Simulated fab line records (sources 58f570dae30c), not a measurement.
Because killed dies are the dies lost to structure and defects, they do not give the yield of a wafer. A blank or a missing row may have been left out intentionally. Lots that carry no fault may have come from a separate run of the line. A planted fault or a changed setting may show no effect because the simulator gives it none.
Struck lot and sound lot, side by side -- flow berkeley-cmos170 -- 31 steps out of a route of 331
Sound: wafers L194.3, L194.5, L194.6. Struck: wafer L210.3 (L210.1, L210.4, from the same lot, were not struck and are left out); the cause is given at the end.
At each step with rows: each side's tool, then ch and its chambers, then its first start. Under that, the readings that differ: sound wafers -- struck wafers -- difference of the means -- sigmas: that difference in standard deviations of wafers without a fault.
alike: same words and numbers on both sides, and readings whose means sit less than 2 such deviations apart. not compared: any withheld reading, any reading some wafer has no value for, any bound like >300 that may hide the same value, and any number with overlapping values for which the record gives no deviation.
Wherever a step has rows on one side only, a row that says differs or no value, or a row with sigmas, the two part there. Numbers that don't overlap but have no deviation are shown without sigmas and don't part them. Lack of a reading on every wafer of one side parts them only where that side has two or more wafers.

first, 6 steps without rows for these wafers: UCB170_V1_HMDS_06 (prime time 60 s); UCB170_V1_COAT_07 (resist thk 900 nm); UCB170_V1_SOFTBAKE_08 (time 60 s); UCB170_V1_EXPOSE_09 (exposes mask VIA1, target cd 700 nm); UCB170_V1_PEB_10; UCB170_V1_DEVELOP_11 (develop time 45 s).
UCB170_V1_CD_MEAS_12: the cd target is 700 nm.
  sound on cd-sem-02 at day 7 15:37; struck on cd-sem-02 at day 11 08:29
  alike: cd-nm
UCB170_V1_OVL_MEAS_13:
  sound on overlay-02 at day 7 15:43; struck on overlay-02 at day 11 08:36
  alike: V1_OVL
UCB170_V1_ETCH_14: etches SiO2 in CHF3/CF4/Ar, stops on Al, target depth 1250 nm, time 291 s.
  sound on rie-diel-01 ch 2,3, day 7 15:44; struck on rie-diel-02 ch 3, day 11 08:38
reading,sound,struck,difference,sigmas
drypump-motor-current-A (A),5.6 5.6 5.8,6.4,+0.7,+2
oes-product-au (a.u.),0.878 0.873 0.867,0.853,-0.020,-2
  alike: throttle-valve-pct
  not compared: rf-hours-counter-h
UCB170_V1_STRIP_15: strips in O2.
  sound on plasma-asher-02 ch 0,1, day 7 15:56; struck on plasma-asher-02 ch 0, day 11 08:49
  alike: drypump-motor-current-A, oes-product-au, strip-time-to-endpoint-s
  not compared: rf-hours-counter-h
UCB170_V1_CD_MEAS_90: the cd target is 700 nm.
  sound on cd-sem-02 at day 7 16:03; struck on cd-sem-02 at day 11 09:05
  alike: cd-nm
then, 1 step without rows for these wafers: UCB170_M2_PRE_CLEAN_00 (preclean etch time 60 s).
UCB170_M2_SPUTTER_01: material Al, target thk 900 nm, time 120 s.
  sound on pvd-sputter-01 at day 7 16:12; struck on pvd-sputter-01 at day 11 09:16
reading,sound,struck,difference,sigmas
chamber-pressure-pa (Pa),0.4993 0.4992 0.5028,0.4976,-0.0028,-3
model.Al_of_M2_SPUTTER_01.thk-nm (nm),890.6 897.7 924.6,447.1,-457.2,
  alike: throttle-valve-pct
UCB170_M2_RS_MEAS_02: the measuring method here is four-point-probe.
  sound on film-metro-01 at day 7 16:19; struck on film-metro-03 at day 11 09:38
reading,sound,struck,difference,sigmas
M2_AL_RS (ohm/sq),0.0326 0.0322 0.0313,0.0655,+0.0335,+86
  not compared: hold
UCB170_M2_THK_MEAS_03: measures by xrf.
  sound on film-metro-01 at day 7 16:25; struck on film-metro-03 at day 11 13:59
reading,sound,struck,difference,sigmas
M2_AL_THK (nm),886 888 917,446,-451,-35
  not compared: hold
then, 2 steps without rows for these wafers: UCB170_M2_COAT_05 (resist thk 900 nm); UCB170_M2_SOFTBAKE_06 (time 60 s).
UCB170_M2_STRIP_07: strips in O2.
  sound on plasma-asher-02 ch 0,1, day 7 16:56; struck on plasma-asher-02 ch 0, day 11 20:11
  alike: drypump-motor-current-A, oes-product-au, strip-time-to-endpoint-s
  not compared: rf-hours-counter-h
then, 7 steps without rows for these wafers: UCB170_M2_STRIP_08 (strips KrF in DMSO, time 600 s); UCB170_M2_COAT_09; UCB170_M2_COAT_10 (resist thk 900 nm); UCB170_M2_SOFTBAKE_11 (time 60 s); UCB170_M2_EXPOSE_12 (exposes mask METAL2, target cd 700 nm); UCB170_M2_PEB_13; UCB170_M2_DEVELOP_14 (develop time 45 s).
UCB170_M2_CD_MEAS_15: the cd target is 700 nm.
  sound on cd-sem-01 at day 7 18:11; struck on cd-sem-02 at day 11 21:18
  alike: cd-nm
UCB170_M2_OVL_MEAS_16:
  sound on overlay-02 at day 7 18:17; struck on overlay-01 at day 11 21:25
  alike: M2_OVL
UCB170_M2_ETCH_17: etches BARC in N2/H2.
  sound on rie-diel-01 ch 1,2, day 7 18:19; struck on rie-diel-03 ch 1, day 11 21:27
reading,sound,struck,difference,sigmas
oes-product-au (a.u.),1.039 0.997 1.030,0.923,-0.099,-3
  alike: drypump-motor-current-A, throttle-valve-pct
UCB170_M2_METAL_ETCH_18: etches Al in Cl2/BCl3, stops on SiO2, target depth 1170 nm, time 195 s.
  sound on rie-metal-01 ch 0,1, day 7 18:25; struck on rie-metal-02 ch 0, day 11 21:30
reading,sound,struck,difference,sigmas
oes-product-au (a.u.),0.840 0.841 0.881,0.630,-0.224,-15
throttle-valve-pct (%),23.8 23.8 24.5,25.0,+1.0,+3
  alike: drypump-motor-current-A
  not compared: rf-hours-counter-h
UCB170_M2_STRIP_19: strips in O2.
  sound on plasma-asher-04 ch 0,1, day 7 18:34; struck on plasma-asher-01 ch 1, day 11 21:41
  alike: drypump-motor-current-A, oes-product-au
  not compared: rf-hours-counter-h
UCB170_M3_PROBE_99:
  sound on prober-01 at day 8 01:46; struck on prober-02 at day 12 02:53
reading,sound,struck,difference,sigmas
model.etest.antenna-m2.vt-shift-v (V),-0.0102 -0.009513 -0.01915,-0.02307,-0.01012,
  not compared: model.etest.antenna-m2.gate-log10-a-cm2

WHERE THEY PART
Earliest at UCB170_V1_ETCH_14; latest, in this record, at UCB170_M2_METAL_ETCH_18. Later steps at which nothing parts them and some readings are alike: UCB170_M2_STRIP_19.

WHY: whatever the simulator had introduced
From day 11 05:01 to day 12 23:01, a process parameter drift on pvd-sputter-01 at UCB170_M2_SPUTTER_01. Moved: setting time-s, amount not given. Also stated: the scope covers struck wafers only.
